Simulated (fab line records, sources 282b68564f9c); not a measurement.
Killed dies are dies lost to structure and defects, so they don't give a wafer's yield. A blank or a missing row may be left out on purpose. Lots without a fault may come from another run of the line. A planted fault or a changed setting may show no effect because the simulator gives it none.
A struck lot beside a sound one | flow rit_cmos | 17 steps out of a route of 202
Sound: wafers L945.1, L945.3, L945.6. Struck: wafers L948.1, L948.3, L948.6. The cause comes at the end.
At each step with rows: each side's tool, then ch and its chambers, then its first start. Under that, the readings that differ: sound wafers | struck wafers | difference of the means | sigmas: that difference in standard deviations of wafers without a fault.
alike: readings whose means differ by less than 2 such deviations, and words and numbers that are the same on both sides. not compared: withheld readings, readings that some wafer has no value for, bounds like >300 that may hide the same value, and numbers for which the record gives no deviation and whose values overlap.
The two part at a step that has a row with sigmas, a row that says differs or no value, or rows on one side only. Numbers that don't overlap but have no deviation are shown without sigmas and don't part them. A reading that every wafer of one side lacks parts them only if that side has two wafers or more.

RIT_NWELL_TW_MEAS_10:
  sound on film_metro-03, day 2 23:21; struck on film_metro-02, day 3 14:15
  alike: NWELL_TW
then, 6 steps without rows for these wafers: RIT_PWELL_HMDS_00 (prime time 60 s); RIT_PWELL_COAT_01 (resist thk 1300 nm); RIT_PWELL_SOFTBAKE_02 (time 60 s); RIT_PWELL_EXPOSE_03 (exposes mask M3, target cd 43700 nm); RIT_PWELL_PEB_04; RIT_PWELL_DEVELOP_05 (develop time 68 s).
RIT_PWELL_OVL_MEAS_06:
  sound on overlay-01, day 3 00:25; struck on overlay-02, day 3 15:19
  reading        | sound         | struck      | difference | sigmas
  PWELL_OVL (nm) | -0.7 -1.6 0.2 | 2.0 1.3 2.6 | +2.7       | +2
then, 2 steps without rows for these wafers: RIT_PWELL_HARDBAKE_07 (time 120 s); RIT_PWELL_IMPLANT_08.
RIT_PWELL_STRIP_09: strips in O2, time 180 s.
  sound on plasma_asher-02 ch 0,1, day 3 00:52; struck on plasma_asher-02 ch 0,1, day 3 15:46
  alike: drypump_motor_current_A
  not compared: rf_hours_counter_h
RIT_PWELL_TW_MEAS_10:
  sound on film_metro-04, day 3 01:02; struck on film_metro-04, day 3 15:56
  alike: PWELL_TW
RIT_WELLDRIVE_ANNEAL_00: time 14700 s.
  sound on furnace-03 ch 0, day 3 01:05; struck on furnace-03 ch 0, day 3 15:59
  reading                | sound                | struck               | difference | sigmas
  spike_tc_centre_C (C)  | 1101.6 1103.1 1102.7 | 1119.1 1117.7 1118.2 | +15.9      | +13
  spike_tc_load_C (C)    | 1126 1126 1125       | 1140 1143 1140       | +15        | +4
  spike_tc_source_C (C)  | 1126.2 1125.6 1126.5 | 1139.8 1140.1 1141.6 | +14.4      | +6
  tube_center_temp_C (C) | 1100 1100 1100.1     | 1115 1115.2 1115.1   | +15        | +99 or more
  tube_center_temp_C_max | 1102.7 1102.4 1102.6 | 1116.9 1117.7 1117.7 | +14.9      | +30
RIT_WELLDRIVE_RS_MEAS_01: measures by four-point-probe.
  sound on film_metro-03, day 3 06:10; struck on film_metro-04, day 3 21:04
  reading           | sound             | struck            | difference | sigmas
  NWELL_RS (ohm/sq) | 276.2 275.8 276.2 | 259.1 258.2 258.6 | -17.4      | -24
RIT_WELLDRIVE_RS_MEAS_02: measures by four-point-probe.
  sound on film_metro-03, day 3 06:17; struck on film_metro-04, day 3 21:11
  reading           | sound             | struck            | difference | sigmas
  PWELL_RS (ohm/sq) | 428.8 428.9 429.3 | 409.7 409.7 409.8 | -19.3      | -15
then, 1 step without rows for these wafers: RIT_NRETRO_HMDS_00 (prime time 60 s).
RIT_M1_PROBE_99:
  sound on prober-02, day 4 14:11; struck on prober-01, day 5 04:28
  reading                                | sound                | struck               | difference | sigmas
  killed_at_M0_to_M3                     | 0 0 0                | 0 1 0                | +0         | +3
  model.etest.nwell_pinched.rs_ohm_sq    | 329.3 330.7 335.4    | 306.6 308.6 309.7    | -23.5      |
  model.etest.pwell_pinched.rs_ohm_sq    | 456.6 460 456.6      | 438.9 438.3 434.6    | -20.5      |
  model.etest.pwell.rs_ohm_sq            | 418.1 420.4 413.3    | 399.2 395.8 397      | -19.9      |
  model.etest.field_n.vt_v (V)           | 34.18 34.45 34.16    | 31.8 32.17 32.36     | -2.2       |
  model.etest.field_p_metal.vt_v (V)     | -30.15 -29.68 -30.21 | -30.43 -30.64 -30.87 | -0.63      |
  model.etest.iso_nwell_nwell.bv_v (V)   | 21.85 20.8 22.04     | 22.55 22.68 22.85    | +1.13      |
  model.etest.field_p.vt_v (V)           | -12.83 -12.8 -12.82  | -13.32 -13.37 -13.38 | -0.54      |
  model.etest.diode_pplus_nwell.bv_v (V) | 6.554 6.615 6.614    | 6.85 6.859 6.885     | +0.27      |
  alike: killed_at_contacts, killed_at_front_end, killed_dies, killed_open, killed_short

WHERE THEY PART
First at RIT_PWELL_OVL_MEAS_06; last, within this record, at RIT_M1_PROBE_99.

WHY: what the simulator had put in
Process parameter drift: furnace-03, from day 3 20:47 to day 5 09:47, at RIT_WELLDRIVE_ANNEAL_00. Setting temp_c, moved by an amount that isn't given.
